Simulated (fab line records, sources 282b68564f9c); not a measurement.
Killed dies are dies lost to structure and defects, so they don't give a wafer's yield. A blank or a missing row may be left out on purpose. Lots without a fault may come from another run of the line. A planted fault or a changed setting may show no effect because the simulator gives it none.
fab line records | flow rit_cmos
record lots=5 wafers=15 last_day=7
route steps=202 shown CONTACT@172 M1@184
lots that met no fault: from a run of the same line without faults
start_h: hours from the record's first day to the start of the lot's first wafer shown | wait_h: hours since the lot's step before | " the same as in the row above | L1.1+2: a row that stands for several wafers | - no value, or no start given | * or withheld: withheld | < > ~ a bound
route shown NAME@n: a module of which the file shows steps, and the number in the route of the first | usual: mean/standard deviation of fault-free wafers | same: alike in all rows | chamber/n: place in a boat | sites: the reading at each site | _std_site: their standard deviation | _edge_site: outer sites' mean less inner sites' | radius_mm: how far each site lies from the wafer's centre | mask NAME#n: copy n | behind: the tool/chamber that last shaped the wafer | hold: why the lot was held/for how many hours/how that ended | device: the transistor (n, p or np) that didn't switch | end of line: the same wafers' tests at the end of the route | a step without rows: its recipe alone | killed: dies lost to structure and defects at the first sort, not the wafer's yield | map: a wafer's dies, x killed, . not, _ none there
set.NAME: the setting as run; set.NAME@STEP: as run at that earlier step | model.NAME: the simulator's own value behind a step, which no gauge read
lots at some steps of the route; a table a step, a row a wafer
services: from which hour (start_h, from the record's first day; less than 0 if before it) a tool's chamber was out of use, for how many hours, and why
## steps
# step RIT_CONTACT_SOFTBAKE_04
# recipe resist=NOVOLAK temp_c=90 time_s=60
# step RIT_CONTACT_EXPOSE_05
# recipe mask_id=M11 na=0.6 source_shape=conventional sigma_outer=0.5 target_cd_nm=1000 dose_mj=250
# step RIT_CONTACT_PEB_06
# recipe resist=NOVOLAK temp_c=withheld time_s=withheld
# step RIT_CONTACT_DEVELOP_07
# recipe resist=NOVOLAK develop_time_s=120 dev_temp_c=23
# step RIT_CONTACT_CD_MEAS_08
# recipe target_cd_nm=1000
# usual cd_nm=1000.3/2.2
# columns lot.wafer tool chamber start_h wait_h cd_nm
L631.1 cd_sem-02 - 62.32 - 1000.4
L631.3 " - " " 1001.5
L631.6 " - " " 1000.4
L636.3 cd_sem-02 - 89.46 - 997.8
L636.4 " - " " 995.5
L636.6 " - " " 999.0
L643.1 cd_sem-01 - 132.40 - 1000.9
L643.4 " - " " 1000.6
L643.6 " - " " 999.6
L646.1 cd_sem-02 - 143.36 - 1000.4
L646.3 " - " " 999.7
L646.5 " - " " 998.8
L648.1 cd_sem-01 - 151.74 - 1000.2
L648.2 " - " " 999.7
L648.3 " - " " 999.7
# step RIT_CONTACT_OVL_MEAS_09
# usual CONTACT_OVL=-0.2/1.4
# columns lot.wafer tool chamber start_h wait_h CONTACT_OVL[nm]
L631.1 overlay-01 - 62.44 0.1 0.3
L631.3 " - " " -1.4
L631.6 " - " " -1.0
L636.3 overlay-01 - 89.55 0.1 0.5
L636.4 " - " " -0.9
L636.6 " - " " 0.0
L643.1 overlay-02 - 132.52 0.1 -1.1
L643.4 " - " " -1.5
L643.6 " - " " -2.9
L646.1 overlay-01 - 143.48 0.1 0.3
L646.3 " - " " 1.2
L646.5 " - " " 1.2
L648.1 overlay-02 - 151.86 0.1 -0.7
L648.2 " - " " -1.7
L648.3 " - " " -0.8
# step RIT_CONTACT_HARDBAKE_10
# recipe resist=NOVOLAK temp_c=140 time_s=60
# step RIT_CONTACT_ETCH_11
# recipe target_depth_a=4800 over_etch_frac=0.2 stop_on=TiSi2 chemistry=CHF3/CF4/Ar target=SiO2 CHF3_flow_sccm=50 cf4_flow_sccm=10 Ar_flow_sccm=100 O2_flow_sccm=5 pressure_mtorr=100 rf_w=200 time_s=320
# usual drypump_motor_current_A=5.8/0.39 oes_product_au=0.992/0.014 rf_fwd_power_W=199.5/0.58 throttle_valve_pct=8.77/0.14
# columns lot.wafer tool chamber start_h wait_h drypump_motor_current_A oes_product_au rf_fwd_power_W rf_hours_counter_h throttle_valve_pct
L631.1 rie_diel-04 3 62.63 0.1 6.4 0.999 199.9 120 8.85
L631.3 " 1 " " 6.0 0.986 200.0 22 8.77
L631.6 " 0 " " 5.2 0.988 199.7 - 8.93
L636.3 rie_diel-04 2 89.72 0.1 5.7 0.987 199.6 8 8.58
L636.4 " 3 " " 6.5 0.994 200.2 121 8.85
L636.6 " 1 " " 5.9 0.986 201.1 - 8.78
L643.1 rie_diel-02 3 132.70 0.1 5.6 0.989 200.4 4 8.63
L643.4 " 0 " " 5.5 0.981 199.7 38 8.66
L643.6 " 3 " " 5.7 0.994 199.5 - 8.63
L646.1 rie_diel-04 1 143.79 0.1 6.0 0.989 198.4 24 8.79
L646.3 " 2 " " 5.6 0.999 201.0 9 8.55
L646.5 " 1 " " 6.0 0.988 199.1 - 8.80
L648.1 rie_diel-01 3 152.05 0.1 5.4 0.971 198.6 95 8.94
L648.2 " 1 " " 5.8 0.974 199.4 0 8.78
L648.3 " 0 " " 5.7 0.962 199.4 81 8.75
# step RIT_CONTACT_STRIP_12
# recipe chemistry=O2 time_s=180 resist=NOVOLAK platen_temp_c=withheld power_w=500 pressure_mtorr=4000 o2_flow_sccm=4000
# usual drypump_motor_current_A=5.8/0.34 o2_flow_sccm=4003/12
# columns lot.wafer tool chamber start_h wait_h drypump_motor_current_A o2_flow_sccm rf_hours_counter_h
L631.1 plasma_asher-04 0 62.82 0.1 5.8 4007 43
L631.3 " 0 " " 5.9 4006 -
L631.6 " 1 " " 6.3 4020 -
L636.3 plasma_asher-04 1 89.97 0.2 6.3 4008 -
L636.4 " 0 " " 5.8 3991 -
L636.6 " 1 " " 6.3 4016 -
L643.1 plasma_asher-01 0 132.90 0.1 5.6 3977 49
L643.4 " 0 " " 5.6 3980 -
L643.6 " 0 " " 5.6 3985 -
L646.1 plasma_asher-04 0 143.99 0.1 5.9 4020 2
L646.3 " 1 " " 6.3 4006 -
L646.5 " 1 " " 6.3 4007 -
L648.1 plasma_asher-04 1 152.24 0.1 6.3 3983 3
L648.2 " 0 " " 5.9 4012 3
L648.3 " 0 " " 5.9 4018 -
# step RIT_CONTACT_CD_MEAS_90
# recipe target_cd_nm=1000
# usual cd_nm=1000.3/2.2
# columns lot.wafer tool chamber start_h wait_h cd_nm
L631.1 cd_sem-02 - 63.00 0.1 1000.7
L631.3 " - " " 1001.0
L631.6 " - " " 1000.3
L636.3 cd_sem-01 - 90.13 0.1 997.4
L636.4 " - " " 995.5
L636.6 " - " " 999.0
L643.1 cd_sem-02 - 133.07 0.1 1000.8
L643.4 " - " " 1000.8
L643.6 " - " " 998.4
L646.1 cd_sem-02 - 144.16 0.1 999.9
L646.3 " - " " 999.8
L646.5 " - " " 998.4
L648.1 cd_sem-01 - 152.42 0.1 999.6
L648.2 " - " " 999.4
L648.3 " - " " 999.9
# step RIT_CONTACT_CLEAN_13
# recipe chemistry=SC1 mix=3:3:50 time_s=600 temp_c=75
# step RIT_CONTACT_CLEAN_14
# recipe chemistry=SC2 mix=3:3:50 time_s=600 temp_c=75 dry=n2_spin
# step RIT_M1_SPUTTER_00
# recipe material=Al target_thk_nm=400 power_w=2000 chamber_pressure_pa=0.4 gas=Ar time_s=500 substrate_temp_c=25
# usual chamber_pressure_pa=0.4001/0.00084 throttle_valve_pct=30.0/1.5
# columns lot.wafer tool chamber start_h wait_h chamber_pressure_pa throttle_valve_pct
L631.1 pvd_sputter-04 - 63.48 0.0 0.3993 28.4
L631.3 " - " " 0.3995 29.7
L631.6 " - " " 0.4010 29.9
L636.3 pvd_sputter-01 - 90.56 0.0 0.4013 29.9
L636.4 " - " " 0.4015 29.1
L636.6 " - " " 0.4010 32.0
L643.1 pvd_sputter-03 - 133.54 0.0 0.3985 31.2
L643.4 " - " " 0.3853 33.4
L643.6 " - " " 0.3988 27.4
L646.1 pvd_sputter-04 - 144.63 0.0 0.4008 29.9
L646.3 " - " " 0.3996 29.6
L646.5 " - " " 0.3998 29.7
L648.1 pvd_sputter-04 - 152.89 0.0 0.3997 28.7
L648.2 " - " " 0.3994 31.6
L648.3 " - " " 0.3989 30.1
# step RIT_M1_RS_MEAS_01
# recipe thk_meas_gauge=four-point-probe reads=Al_of_M1_SPUTTER_00
# usual M1_AL_RS=0.0735/0.0008
# columns lot.wafer tool chamber start_h wait_h M1_AL_RS[ohm/sq]
L631.1 film_metro-03 - 63.78 0.1 0.0729
L631.3 " - " " 0.0729
L631.6 " - " " 0.0728
L636.3 film_metro-04 - 90.90 0.2 0.0733
L636.4 " - " " 0.0736
L636.6 " - " " 0.0742
L643.1 film_metro-03 - 133.84 0.1 0.0745
L643.4 " - " " 0.0732
L643.6 " - " " 0.0735
L646.1 film_metro-03 - 144.93 0.1 0.0730
L646.3 " - " " 0.0741
L646.5 " - " " 0.0739
L648.1 film_metro-04 - 153.22 0.2 0.0736
L648.2 " - " " 0.0735
L648.3 " - " " 0.0731
# step RIT_M1_PROBE_99
# usual defect_limited_yield=97.5/1.2 killed_at_contacts=0.1/0.23 killed_at_front_end=7/3 killed_dies=7/3.1 killed_open=3.3/2.1 killed_short=3.3/2 sort_bin_3_pad_short=0.1/0.22 sort_bin_5_function=1.4/0.8 sort_bin_6_memory=1.0/0.65 sort_n_pass=257/3.1 sort_yield_pct=97.5/1.2
# same gross_dies=264 killed_at_M0_to_M3=0 killed_at_M4_up=0 killed_at_back_side=0 killed_at_other=0
# columns lot.wafer tool chamber start_h wait_h defect_limited_yield[%] killed_at_contacts killed_at_front_end killed_dies killed_open killed_short sort_bin_3_pad_short[%] sort_bin_5_function[%] sort_bin_6_memory[%] sort_n_pass sort_yield_pct[%]
L631.1 prober-02 - 67.64 0.1 98.5 0 4 4 2 2 0 1.5 0 260 98.5
L631.3 prober-02 - 67.74 0.2 98.1 0 5 5 3 2 0 1.5 0.4 259 98.1
L631.6 prober-02 - 67.89 0.2 96.6 0 9 9 4 5 0.4 1.1 1.9 255 96.6
L636.3 prober-01 - 95.22 0.2 98.5 0 4 4 2 2 0 1.1 0.4 260 98.5
L636.4 prober-01 - 95.27 0.2 98.1 0 5 5 2 3 0.8 0 1.1 259 98.1
L636.6 prober-01 - 95.37 0.2 97.3 0 7 7 4 3 0 1.5 1.1 257 97.3
L643.1 prober-02 - 137.57 0.1 98.5 0 4 4 2 2 0 1.1 0.4 260 98.5
L643.4 prober-02 - 137.72 0.2 97.0 0 8 8 1 7 0 1.5 1.5 256 97.0
L643.6 prober-02 - 137.82 0.2 98.1 0 5 5 1 4 0 0.8 1.1 259 98.1
L646.1 prober-01 - 148.64 0.1 98.9 0 3 3 2 1 0.4 0.8 0 261 98.9
L646.3 prober-01 - 148.74 0.2 98.5 0 4 4 2 2 0 1.1 0.4 260 98.5
L646.5 prober-01 - 148.84 0.2 97.7 0 6 6 4 2 0 1.9 0.4 258 97.7
L648.1 prober-01 - 157.19 0.1 98.5 0 4 4 3 1 0 1.1 0.4 260 98.5
L648.2 prober-01 - 157.24 0.1 97.3 1 6 7 5 2 0 1.9 0.8 257 97.3
L648.3 prober-01 - 157.29 0.2 96.6 0 9 9 5 4 0 1.5 1.9 255 96.6
# killed by level:class
L631.1 GATE:geometric_particle:short=2 GATE:geometric_particle:open=1 REOX:geometric_particle:open=1
L631.3 GATE:geometric_particle:open=2 FOX1:geometric_particle:short=1 REOX:geometric_particle:open=1 REOX:geometric_particle:short=1
L631.6 GATE:geometric_particle:open=3 GATE:geometric_particle:short=2 REOX:geometric_particle:short=2 FOX1:geometric_particle:short=1 SILICIDE:geometric_particle:open=1
L636.3 ACTIVE:geometric_particle:open=1 FOX1:geometric_particle:open=1 FOX1:geometric_particle:short=1 GATE:geometric_particle:short=1
L636.4 GATE:geometric_particle:short=2 FOX2:geometric_particle:open=1 REOX:geometric_particle:short=1 SILICIDE:geometric_particle:open=1
L636.6 GATE:geometric_particle:open=3 GATE:geometric_particle:short=1 SPACER:geometric_particle:short=1 SILICIDE:geometric_particle:open=1 SILICIDE:geometric_particle:short=1
L643.1 REOX:geometric_particle:open=2 FOX1:geometric_particle:short=1 SILICIDE:geometric_particle:short=1
L643.4 SPACER:geometric_particle:short=3 FOX1:geometric_particle:short=2 FOX1:geometric_particle:open=1 GATE:geometric_particle:short=1 REOX:geometric_particle:short=1
L643.6 GATE:geometric_particle:short=2 FOX1:geometric_particle:short=1 FOX2:geometric_particle:short=1 GATE:geometric_particle:open=1
L646.1 FOX1:geometric_particle:open=1 SPACER:geometric_particle:open=1 SILICIDE:geometric_particle:short=1
L646.3 GATE:geometric_particle:open=2 REOX:geometric_particle:short=1 SILICIDE:geometric_particle:short=1
L646.5 SPACER:geometric_particle:open=2 FOX1:geometric_particle:open=1 FOX2:geometric_particle:short=1 GATE:geometric_particle:open=1 GATE:geometric_particle:short=1
L648.1 FOX2:geometric_particle:open=2 FOX1:geometric_particle:short=1 GATE:geometric_particle:open=1
L648.2 SPACER:geometric_particle:open=2 FOX1:geometric_particle:short=1 FOX1:geometric_particle:open=1 SPACER:geometric_particle:short=1 SILICIDE:geometric_particle:open=1 CONTACT:geometric_particle:open=1
L648.3 GATE:geometric_particle:short=2 GATE:geometric_particle:open=2 REOX:geometric_particle:short=2 REOX:geometric_particle:open=1 SPACER:geometric_particle:open=1 SILICIDE:geometric_particle:open=1
## services
# columns tool chamber start_h hours kind
pvd_sputter-03 - 39.20 1.2 repair
rie_diel-04 - 44.32 1.1 repair
pvd_sputter-04 - 44.38 14.5 repair
rie_diel-01 3 55.12 1.8 repair
pvd_sputter-01 - 57.96 2.7 repair
pvd_sputter-01 - 59.34 0.9 repair
plasma_asher-04 - 71.89 1.8 repair
rie_diel-04 1 72.82 5.1 repair
rie_diel-02 - 94.44 2.3 repair
pvd_sputter-04 - 98.26 3.6 repair
plasma_asher-04 - 108.75 9.0 pm
plasma_asher-04 0 108.75 9.0 vent_cycle
plasma_asher-04 1 108.75 9.0 vent_cycle
rie_diel-02 3 116.31 9.5 repair
plasma_asher-04 0 117.75 - clean
plasma_asher-04 1 117.75 - clean
plasma_asher-04 - 126.51 5.2 repair
rie_diel-04 0 134.61 20.5 repair
rie_diel-01 1 135.40 - clean
rie_diel-01 1 135.40 14.6 scheduled_down
rie_diel-01 1 135.40 14.6 vent_cycle
rie_diel-02 1 139.20 3.0 repair
rie_diel-04 2 147.52 5.1 repair
## key
first_sign step=RIT_M1_SPUTTER_00 reading=chamber_pressure_pa direction=down sigmas=18 usual=0.4001 struck=0.3853
effect none on later readings
met_at RIT_M1_SPUTTER_00
struck_wafers L643.4
fault kind=process_parameter_drift tool=pvd_sputter-03 chamber=- onset_h=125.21 steps=RIT_M1_SPUTTER_00 channel=chamber_pressure_pa offset=-0.015464 shape=step end_h=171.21 acts_in=these_recipes_only stated=0.4 scope=struck_wafers_only
